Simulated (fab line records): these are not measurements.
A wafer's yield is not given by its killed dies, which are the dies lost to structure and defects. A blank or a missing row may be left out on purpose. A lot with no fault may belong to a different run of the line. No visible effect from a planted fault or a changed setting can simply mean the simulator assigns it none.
Which tool did it? | flow berkeleyCmos170 | 39 wafers from 13 lots sampled at 4 of the route's 331 steps

WHAT EACH GAUGE READ, for each wafer
UCB170_ACTIVE_CD_MEAS_90: the cd target is 1200 nm.
lot  | measured    | on       | cdNm (nm)
L990 | day 4 19:38 | cdSem-02 | 1200.1 1199.0 1198.9
L992 | day 5 10:59 | cdSem-02 | 1200.2 1200.0 1200.3
L993 | day 5 11:07 | cdSem-01 | 1199.6 1197.7 1199.1
L994 | day 5 11:20 | cdSem-02 | 1198.8 1199.3 1200.9
L991 | day 5 11:30 | cdSem-02 | 1200.8 1199.9 1200.8
L996 | day 6 13:43 | cdSem-01 | 1199.6 1201.1 1200.5
L998 | day 6 20:22 | cdSem-02 | 1199.4 1198.9 1197.0
L100 | day 7 05:41 | cdSem-01 | 1201.2 1201.1 1201.8
L101 | day 7 13:14 | cdSem-01 | 1201.4 1202.5 1202.1
L102 | day 7 13:32 | cdSem-01 | 1200.2 1197.7 1199.8
L104 | day 7 19:44 | cdSem-02 | 1199.3 1198.3 1199.2
L108 | day 8 12:38 | cdSem-02 | 1198.0 1199.0 1197.7
L107 | day 8 12:52 | cdSem-02 | 1199.3 1200.8 1200.2

UCB170_SCREENOX_THK_MEAS_02.
lot  | measured    | on           | SCREENOX_OXIDE_THK (nm)
L990 | day 6 09:04 | filmMetro-02 | 14.0 14.0 14.3
L992 | day 6 22:31 | filmMetro-04 | 14.4 14.7 14.6
L993 | day 6 22:35 | filmMetro-02 | 14.4 14.5 14.5
L994 | day 6 22:32 | filmMetro-03 | 14.2 14.2 14.3
L991 | day 6 22:31 | filmMetro-02 | 14.4 14.5 14.3
L996 | day 8 02:27 | filmMetro-03 | 13.9 14.0 14.1
L998 | day 8 02:27 | filmMetro-02 | 14.4 14.7 14.7
L100 | day 8 10:37 | filmMetro-03 | 14.3 14.6 14.5
L101 | day 8 18:52 | filmMetro-02 | 22.5 22.5 22.1
L102 | day 8 18:52 | filmMetro-03 | 22.2 22.0 22.5
L104 | day 9 06:35 | filmMetro-03 | 14.3 14.4 14.1
L108 | day 9 18:22 | filmMetro-04 | 14.5 14.6 14.6
L107 | day 9 18:22 | filmMetro-03 | 14.4 14.8 14.6

UCB170_GATE_OVL_MEAS_13.
lot  | measured     | on         | GATE_OVL (nm)
L990 | day 7 12:26  | overlay-01 | -11 -6 -13
L992 | day 8 03:01  | overlay-01 | -7 -5 -4
L993 | day 8 03:25  | overlay-01 | 3 2 4
L994 | day 8 03:12  | overlay-02 | -1 8 11
L991 | day 8 02:57  | overlay-02 | 6 11 11
L996 | day 9 04:14  | overlay-02 | 6 12 1
L998 | day 9 04:07  | overlay-01 | 1 -6 -12
L100 | day 9 11:54  | overlay-02 | -10 -10 -12
L101 | day 9 19:34  | overlay-01 | -5 -11 -11
L102 | day 9 19:43  | overlay-01 | -15 -11 -5
L104 | day 10 09:17 | overlay-02 | 5 6 3
L108 | day 10 17:01 | overlay-02 | -4 -1 -11
L107 | day 10 17:08 | overlay-01 | 3 9 12

TOOL THAT RAN EACH LOT (tool first, then ch and the chambers of the sampled wafers, then the start)
lot  | UCB170_SCREENOX_OXIDATION_01
L990 | furnace-01 ch 0, day 6 07:23
L992 | furnace-01 ch 0, day 6 20:50
L993 | furnace-01 ch 0, day 6 20:50
L994 | furnace-01 ch 0, day 6 20:50
L991 | furnace-01 ch 0, day 6 20:50
L996 | furnace-02 ch 0, day 8 00:47
L998 | furnace-02 ch 0, day 8 00:47
L100 | furnace-01 ch 0, day 8 08:56
L101 | furnace-01 ch 0, day 8 17:11
L102 | furnace-01 ch 0, day 8 17:11
L104 | furnace-02 ch 0, day 9 04:55
L108 | furnace-02 ch 0, day 9 16:42
L107 | furnace-02 ch 0, day 9 16:42
- UCB170_SCREENOX_OXIDATION_01: target thk 14.4 nm, ox time 2400 s.

AS READ BY THE TOOLS THEMSELVES (means over the sampled wafers that have a number; for cases with no such wafer, the mark the record gives instead)
UCB170_SCREENOX_OXIDATION_01.
lot  | tool       | tubeCenterTempC (C) | tube_center_temp_C_max
L990 | furnace-01 | 900                 | 902.4
L992 | furnace-01 | 900                 | 902.7
L993 | furnace-01 | 900                 | 902.3
L994 | furnace-01 | 900                 | 902.3
L991 | furnace-01 | 900                 | 902.1
L996 | furnace-02 | 900                 | 902.1
L998 | furnace-02 | 900                 | 902.2
L100 | furnace-01 | 900                 | 902.2
L101 | furnace-01 | 900                 | 902.3
L102 | furnace-01 | 900                 | 902.4
L104 | furnace-02 | 900                 | 902.5
L108 | furnace-02 | 900                 | 901.9
L107 | furnace-02 | 900                 | 902.1

THE ANSWER, worked out from the rows above alone
Rule: the lots themselves supply what counts as usual. The widest of any qualifying gaps counts: lots, ordered by their means at a reading, are off when they make up no more than a third of the lots, leave a main group of 4 or more, and stand apart from it by 3 or more times the standard deviation of that group's means. A main group whose means are all the same, to the digits that the tables above print for the reading, isn't used. A lot without any number at a reading at which 4 lots or more have one is off too. Where the step has rows for the other lots, those lots are counted as sound. After the gauges, taken in route order, come the tools' own readings; for these a lot's mean is taken, as printed above. The first step at which some lot is off is used, and at that step the reading that is off furthest; a lot without a number counts as furthest.
Off: L101, L102, at UCB170_SCREENOX_THK_MEAS_02 (SCREENOX_OXIDE_THK). Mean 14.4 nm and standard deviation 0.2 in the main group.
If a tool, at a process step before that reading, ran all the lots that are off and no sound lot after the first of them, it fits. Those tools and the gauges at UCB170_SCREENOX_THK_MEAS_02 are tried in the same way. One fits: UCB170_SCREENOX_OXIDATION_01 on furnace-01. Its last sound lot is L100 (day 8 08:56), its first lot that is off L101 (day 8 17:11): a fault that began between those two fits.

WHAT THE SIMULATOR PUT IN
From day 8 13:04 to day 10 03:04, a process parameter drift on furnace-01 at UCB170_SCREENOX_OXIDATION_01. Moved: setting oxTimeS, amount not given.
Lots struck among those shown: L101, L102. The rule above reached the same finding.
